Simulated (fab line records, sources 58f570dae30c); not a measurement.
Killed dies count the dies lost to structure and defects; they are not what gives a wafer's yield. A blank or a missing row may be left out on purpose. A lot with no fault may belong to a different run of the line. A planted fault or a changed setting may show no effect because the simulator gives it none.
Split-lot study || flow berkeley cmos170 || 23 wafers read across 5 lots, on a route 331 steps long

== THE SPLIT ==
At UCB170_ACTIVE_EXPOSE_10 (exposes mask ACTIVE, target cd 1200 nm), the setting dose mj was moved away from the recipe's 20 on 8 of the 23 wafers read, by -3.1% to +3.7%. For the rest of the wafers, this setting stayed at what the recipe calls for.

== FROM THE SPLIT TO THE READING: what the file shows between them, 5 steps ==
- UCB170_ACTIVE_PEB_11
- UCB170_ACTIVE_DEVELOP_12: develop time 45 s
- UCB170_ACTIVE_CD_MEAS_13: target cd 1200 nm
- UCB170_ACTIVE_ETCH_15: etches Si3N4 in CH3F/Ar/O2, stops on SiO2, target depth 242 nm, time 151 s
- UCB170_ACTIVE_STRIP_16: strips in O2

== THE READING ==
At UCB170_ACTIVE_CD_MEAS_90: cd nm in nanometres, against a target cd of 1200 nm. On this fab line, fault-free wafers typically give 1199.6 nm with a standard deviation of 1.3 nm.

{"wafer": "L075.1", "tool, chamber at the split": "krf scanner-02, 0", "dose mj as run": 20, "against the recipe": "recipe", "cd nm, nm": 1197.7, "against lot-mates on the recipe": "-"}
{"wafer": "L075.2", "tool, chamber at the split": "krf scanner-02, 0", "dose mj as run": 19.6, "against the recipe": "-2.0%", "cd nm, nm": 1202.9, "against lot-mates on the recipe": "+3.8"}
{"wafer": "L075.3", "tool, chamber at the split": "krf scanner-02, 0", "dose mj as run": 20, "against the recipe": "recipe", "cd nm, nm": 1200.6, "against lot-mates on the recipe": "-"}
{"wafer": "L075.5", "tool, chamber at the split": "krf scanner-02, 0", "dose mj as run": 19.6, "against the recipe": "-2.0%", "cd nm, nm": 1201.7, "against lot-mates on the recipe": "+2.5"}
{"wafer": "L075.6", "tool, chamber at the split": "krf scanner-02, 0", "dose mj as run": 19.6, "against the recipe": "-2.0%", "cd nm, nm": 1203.2, "against lot-mates on the recipe": "+4.0"}
{"wafer": "L076.2", "tool, chamber at the split": "krf scanner-01, 0", "dose mj as run": 20, "against the recipe": "recipe", "cd nm, nm": 1200.2, "against lot-mates on the recipe": "-"}
{"wafer": "L076.4", "tool, chamber at the split": "krf scanner-01, 0", "dose mj as run": 20, "against the recipe": "recipe", "cd nm, nm": 1199.7, "against lot-mates on the recipe": "-"}
{"wafer": "L076.5", "tool, chamber at the split": "krf scanner-01, 0", "dose mj as run": 20, "against the recipe": "recipe", "cd nm, nm": 1200.2, "against lot-mates on the recipe": "-"}
{"wafer": "L078.1", "tool, chamber at the split": "krf scanner-01, 0", "dose mj as run": 19.37, "against the recipe": "-3.1%", "cd nm, nm": 1204.9, "against lot-mates on the recipe": "+5.4"}
{"wafer": "L078.2", "tool, chamber at the split": "krf scanner-01, 0", "dose mj as run": 20, "against the recipe": "recipe", "cd nm, nm": 1200.3, "against lot-mates on the recipe": "-"}
{"wafer": "L078.3", "tool, chamber at the split": "krf scanner-01, 0", "dose mj as run": 20, "against the recipe": "recipe", "cd nm, nm": 1198.9, "against lot-mates on the recipe": "-"}
{"wafer": "L078.5", "tool, chamber at the split": "krf scanner-01, 0", "dose mj as run": 19.37, "against the recipe": "-3.1%", "cd nm, nm": 1206.0, "against lot-mates on the recipe": "+6.5"}
{"wafer": "L078.6", "tool, chamber at the split": "krf scanner-01, 0", "dose mj as run": 20, "against the recipe": "recipe", "cd nm, nm": 1199.2, "against lot-mates on the recipe": "-"}
{"wafer": "L077.1", "tool, chamber at the split": "krf scanner-01, 0", "dose mj as run": 20, "against the recipe": "recipe", "cd nm, nm": 1201.6, "against lot-mates on the recipe": "-"}
{"wafer": "L077.2", "tool, chamber at the split": "krf scanner-01, 0", "dose mj as run": 20, "against the recipe": "recipe", "cd nm, nm": 1199.9, "against lot-mates on the recipe": "-"}
{"wafer": "L077.3", "tool, chamber at the split": "krf scanner-01, 0", "dose mj as run": 20, "against the recipe": "recipe", "cd nm, nm": 1201.4, "against lot-mates on the recipe": "-"}
{"wafer": "L077.4", "tool, chamber at the split": "krf scanner-01, 0", "dose mj as run": 20, "against the recipe": "recipe", "cd nm, nm": 1200.5, "against lot-mates on the recipe": "-"}
{"wafer": "L077.6", "tool, chamber at the split": "krf scanner-01, 0", "dose mj as run": 20, "against the recipe": "recipe", "cd nm, nm": 1200.8, "against lot-mates on the recipe": "-"}
{"wafer": "L083.1", "tool, chamber at the split": "krf scanner-02, 0", "dose mj as run": 20.74, "against the recipe": "+3.7%", "cd nm, nm": 1190.5, "against lot-mates on the recipe": -6.8}
{"wafer": "L083.2", "tool, chamber at the split": "krf scanner-02, 0", "dose mj as run": 20, "against the recipe": "recipe", "cd nm, nm": 1197.1, "against lot-mates on the recipe": "-"}
{"wafer": "L083.4", "tool, chamber at the split": "krf scanner-02, 0", "dose mj as run": 20.74, "against the recipe": "+3.7%", "cd nm, nm": 1192.0, "against lot-mates on the recipe": -5.3}
{"wafer": "L083.5", "tool, chamber at the split": "krf scanner-02, 0", "dose mj as run": 20.74, "against the recipe": "+3.7%", "cd nm, nm": 1191.3, "against lot-mates on the recipe": -6.0}
{"wafer": "L083.6", "tool, chamber at the split": "krf scanner-02, 0", "dose mj as run": 20, "against the recipe": "recipe", "cd nm, nm": 1197.6, "against lot-mates on the recipe": "-"}

THE FIT
A straight line over all 23 wafers: cd nm changes by -2.02 nm for each +1% of dose mj; r = -0.95; the points scatter about the line by 1.3 nm.
The same after taking each lot's own level away (the mean of its wafers on the recipe; 23 wafers): -1.73 nm for each +1%; r = -0.98; scatter 0.73 nm.
According to that fit, moving dose mj by its largest amount changes the reading by 6.4 nm.
Measured against the standard deviation above, the lots' own levels, which go from 1197.35 to 1200.84 nm, span 2.7 times it.
Thus the slope moves with the lot-to-lot level: the two fits are different.
Check: with one of the wafers moved furthest among these (+3.7%) left out of the fit, the line predicts -6.13 nm for it against its lot-mates. Against them it came out at -6.85 nm.

== FURTHER SPLITS ON THESE WAFERS ==
These wafers also went through other splits before the reading. Each is held against what the fit with the lots' levels taken away leaves over:
{"other split on the same wafers": "UCB170_ZERO_COAT_01 resist thk nm", "wafers away from the commonest value": 10, "r with cd nm (lot level and that fit taken away)": "+0.12"}
{"other split on the same wafers": "UCB170_PWELL_OXIDATION_02 ox time s", "wafers away from the commonest value": 18, "r with cd nm (lot level and that fit taken away)": "+0.04"}
{"other split on the same wafers": "UCB170_ACTIVE_CVD_05 temp c", "wafers away from the commonest value": 15, "r with cd nm (lot level and that fit taken away)": "+0.11"}

== THE WHOLE CHAIN: every reading that the file lists as answering this split, in the file's order ==
{"step": "UCB170_ACTIVE_CD_MEAS_13", "what it does": "target cd 1200 nm", "reading": "cd nm", "change (the file's fit)": "-1.69 nm for each +1% of the setting", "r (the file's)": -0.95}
{"step": "UCB170_ACTIVE_ETCH_15", "what it does": "etches Si3N4 in CH3F/Ar/O2, stops on SiO2, target depth 242 nm, time 151 s", "reading": "ACTIVE.cd nm (the simulator's own value, which no gauge read)", "change (the file's fit)": "-1.68 nm for each +1% of the setting", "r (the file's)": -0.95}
{"step": "UCB170_ACTIVE_CD_MEAS_90", "what it does": "target cd 1200 nm", "reading": "cd nm", "change (the file's fit)": "-1.74 nm for each +1% of the setting", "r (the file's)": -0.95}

== FILE'S OWN FIT ==
cd nm changes by -1.74 nm for each +1% of dose mj, r = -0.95.
